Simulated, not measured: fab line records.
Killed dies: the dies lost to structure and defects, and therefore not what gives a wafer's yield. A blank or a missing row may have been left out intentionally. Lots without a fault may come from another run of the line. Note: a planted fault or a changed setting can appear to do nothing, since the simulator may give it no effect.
A lot that was struck, set against a sound lot	flow ritCmos	17 out of 202 route steps
Sound: wafers L832.3, L832.4, L832.5. Wafers struck: L836.1, L836.2, L836.5. The cause is named last.
For every step that has rows: the tool of each side, followed by ch and its chambers, followed by its first start. Under that, the readings that differ: sound wafers	struck wafers	difference of the means	sigmas: that difference in standard deviations of wafers without a fault.
alike: a reading whose means differ by less than 2 such deviations, as well as words and numbers matching on both sides. not compared: withheld readings; readings where some wafer has no value; bounds like >300 that might hide an equal value; numbers whose values overlap and for which the record gives no deviation.
A row with sigmas, a row that says differs or no value, or rows on one side alone: a step with any of these is where the two part. Numbers that don't overlap but have no deviation are shown without sigmas and don't part them. A reading missing from all wafers of one side parts the sides only when that side holds two or more wafers.

RIT_NWELL_TW_MEAS_10:
  sound on filmMetro-03, day 2 06:54; struck on filmMetro-01, day 3 03:04
  alike: NWELL_TW
then, 6 steps without rows for these wafers: RIT_PWELL_HMDS_00 (prime time 60 s); RIT_PWELL_COAT_01 (resist thk 1300 nm); RIT_PWELL_SOFTBAKE_02 (time 60 s); RIT_PWELL_EXPOSE_03 (exposes mask M3, target cd 43700 nm); RIT_PWELL_PEB_04; RIT_PWELL_DEVELOP_05 (develop time 68 s).
RIT_PWELL_OVL_MEAS_06:
  sound on overlay-02, day 2 08:06; struck on overlay-02, day 3 04:22
  alike: PWELL_OVL
then, 2 steps without rows for these wafers: RIT_PWELL_HARDBAKE_07 (time 120 s); RIT_PWELL_IMPLANT_08.
RIT_PWELL_STRIP_09: strips in O2, time 180 s.
  sound on plasmaAsher-03 ch 0,1, day 2 08:35; struck on plasmaAsher-01 ch 0,1, day 3 04:48
  alike: drypumpMotorCurrentA
  not compared: rfHoursCounterH
RIT_PWELL_TW_MEAS_10:
  sound on filmMetro-03, day 2 08:43; struck on filmMetro-03, day 3 04:58
  alike: PWELL_TW
RIT_WELLDRIVE_ANNEAL_00: time 14700 s.
  sound on furnace-04 ch 0, day 2 08:46; struck on furnace-02 ch 0, day 3 05:02
reading	sound	struck	difference	sigmas
runLengthS (s)	18255 18255 18255	23416 23416 23416	+5161	+99 or more
  alike: tube_center_temp_C_max
RIT_WELLDRIVE_RS_MEAS_01: measurement is done with a four-point probe.
  sound on filmMetro-03, day 2 13:53; struck on filmMetro-01, day 3 10:07
reading	sound	struck	difference	sigmas
NWELL_RS (ohm/sq)	275.1 275.5 274.8	261.8 261.9 261.7	-13.3	-16
RIT_WELLDRIVE_RS_MEAS_02: measurement is done with a four-point probe.
  sound on filmMetro-03, day 2 14:00; struck on filmMetro-01, day 3 10:14
reading	sound	struck	difference	sigmas
PWELL_RS (ohm/sq)	430.7 429.2 429.8	415.1 414.8 414.9	-15.0	-12
then, 1 step without rows for these wafers: RIT_NRETRO_HMDS_00 (prime time 60 s).
RIT_M1_PROBE_99:
  sound on prober-02, day 3 18:44; struck on prober-02, day 4 14:58
reading	sound	struck	difference	sigmas
model.etest.nwellPinched.rsOhmSq	341.2 341 341	317 313 316	-26	
model.etest.pwellPinched.rsOhmSq	463.7 462 464.2	442.2 441.2 435.2	-23.8	
model.etest.pwell.rsOhmSq	416.6 418.6 419.6	402.1 403 398.3	-17.1	
model.etest.fieldPMetal.vtV (V)	-29.49 -29.69 -29.37	-29.9 -30.49 -30.63	-0.8	
model.etest.fieldP.vtV (V)	-12.54 -12.44 -12.62	-13.35 -13.29 -13.19	-0.74	
  alike: killedAtContacts, killedAtFrontEnd, killedDies, killedOpen, killedShort
  not compared: model.etest.nmosNarrow.driveUaUm, model.etest.nmos_0p3.driveUaUm, model.etest.fieldN.vtV

## WHERE THEY PART
Earliest at RIT_WELLDRIVE_ANNEAL_00; latest, in this record, at RIT_WELLDRIVE_RS_MEAS_02. Later steps at which nothing parts them and some readings are alike: RIT_M1_PROBE_99.

WHY: the cause the simulator had injected
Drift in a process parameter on furnace-02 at RIT_WELLDRIVE_ANNEAL_00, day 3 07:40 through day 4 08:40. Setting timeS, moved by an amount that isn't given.
